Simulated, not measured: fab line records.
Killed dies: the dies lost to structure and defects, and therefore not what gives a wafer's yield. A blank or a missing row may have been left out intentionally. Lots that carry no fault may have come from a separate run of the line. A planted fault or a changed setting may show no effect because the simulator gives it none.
What tool caused it? / flow rit cmos / 45 wafers sampled from 15 lots at 1 step of a route of 202

== WHAT THE GAUGES SHOWED, per wafer ==
The record lacks any reading of a measuring or inspecting step that a usual standard deviation could be used to judge.

== WHICH TOOL RAN EACH LOT (tool, then ch and the chambers of the sampled wafers, then the start) ==
lot=L531; RIT_NLDD_IMPLANT_08=implanter-01 ch 0, day 2 18:22
lot=L532; RIT_NLDD_IMPLANT_08=implanter-01 ch 0, day 2 23:24
lot=L535; RIT_NLDD_IMPLANT_08=implanter-01 ch 0, day 3 16:26
lot=L536; RIT_NLDD_IMPLANT_08=implanter-01 ch 0, day 3 19:43
lot=L537; RIT_NLDD_IMPLANT_08=implanter-01 ch 0, day 4 00:14
lot=L538; RIT_NLDD_IMPLANT_08=implanter-04 ch 0, day 4 04:10
lot=L539; RIT_NLDD_IMPLANT_08=implanter-01 ch 0, day 4 10:49
lot=L544; RIT_NLDD_IMPLANT_08=implanter-04 ch 0, day 5 14:46
lot=L545; RIT_NLDD_IMPLANT_08=implanter-04 ch 0, day 5 23:21
lot=L547; RIT_NLDD_IMPLANT_08=implanter-02 ch 0, day 6 06:05
lot=L549; RIT_NLDD_IMPLANT_08=implanter-04 ch 0, day 6 22:30
lot=L551; RIT_NLDD_IMPLANT_08=implanter-02 ch 0, day 7 03:42
lot=L552; RIT_NLDD_IMPLANT_08=implanter-01 ch 0, day 7 13:08
lot=L553; RIT_NLDD_IMPLANT_08=implanter-01 ch 0, day 7 15:43
lot=L554; RIT_NLDD_IMPLANT_08=implanter-01 ch 0, day 8 02:30
- RIT_NLDD_IMPLANT_08

== AS READ BY THE TOOLS THEMSELVES (means over the sampled wafers that have a number; for cases with no such wafer, the mark the record gives instead) ==
RIT_NLDD_IMPLANT_08.
lot=L531; tool=implanter-01; beam energy keV=20.006; end station pressure torr (Torr)=6.3e-06; tilt deg (degrees)=7.007
lot=L532; tool=implanter-01; beam energy keV=20.001; end station pressure torr (Torr)=6.0e-06; tilt deg (degrees)=6.999
lot=L535; tool=implanter-01; beam energy keV=19.996; end station pressure torr (Torr)=6.4e-06; tilt deg (degrees)=6.973
lot=L536; tool=implanter-01; beam energy keV=19.997; end station pressure torr (Torr)=6.1e-06; tilt deg (degrees)=7.352
lot=L537; tool=implanter-01; beam energy keV=20.007; end station pressure torr (Torr)=6.2e-06; tilt deg (degrees)=7.345
lot=L538; tool=implanter-04; beam energy keV=20.007; end station pressure torr (Torr)=6.1e-06; tilt deg (degrees)=7.020
lot=L539; tool=implanter-01; beam energy keV=20.004; end station pressure torr (Torr)=6.4e-06; tilt deg (degrees)=7.351
lot=L544; tool=implanter-04; beam energy keV=20.000; end station pressure torr (Torr)=6.0e-06; tilt deg (degrees)=6.980
lot=L545; tool=implanter-04; beam energy keV=20.003; end station pressure torr (Torr)=6.4e-06; tilt deg (degrees)=7.008
lot=L547; tool=implanter-02; beam energy keV=20.001; end station pressure torr (Torr)=6.1e-06; tilt deg (degrees)=6.998
lot=L549; tool=implanter-04; beam energy keV=19.998; end station pressure torr (Torr)=6.3e-06; tilt deg (degrees)=6.999
lot=L551; tool=implanter-02; beam energy keV=19.992; end station pressure torr (Torr)=6.3e-06; tilt deg (degrees)=7.023
lot=L552; tool=implanter-01; beam energy keV=20.001; end station pressure torr (Torr)=6.0e-06; tilt deg (degrees)=6.993
lot=L553; tool=implanter-01; beam energy keV=20.002; end station pressure torr (Torr)=6.4e-06; tilt deg (degrees)=7.007
lot=L554; tool=implanter-01; beam energy keV=20.000; end station pressure torr (Torr)=6.0e-06; tilt deg (degrees)=7.015

== THE ANSWER, worked out from the rows above alone ==
Rule: the usual values come from the lots themselves. Put in order of their means at a reading, lots are off if they are a third of the lots or fewer, leave a main group of 4 or more, and stand apart from it by a gap of 3 or more times the standard deviation of the main group's means; of several such gaps the widest counts. Not used: any main group whose means are identical at the precision the tables above print for the reading. A lot without any number at a reading at which 4 lots or more have one is off too. All remaining lots with rows at the step are treated as sound. Order of review: gauges by route order, followed by the tools' own readings, for which a lot's mean as printed above is used. At the first step where some lot is off, the reading lying furthest off is the one used; lots without a number count as furthest.
Off at RIT_NLDD_IMPLANT_08 (tilt deg): L536, L537, L539. The main group: mean 7.002 degrees, standard deviation 0.014.
A tool fits if, at that step or a process step before it, it ran every lot that is off, and no sound lot after the first of them. Of those tried, none fits.

== WHAT WAS PUT IN BY THE SIMULATOR ==
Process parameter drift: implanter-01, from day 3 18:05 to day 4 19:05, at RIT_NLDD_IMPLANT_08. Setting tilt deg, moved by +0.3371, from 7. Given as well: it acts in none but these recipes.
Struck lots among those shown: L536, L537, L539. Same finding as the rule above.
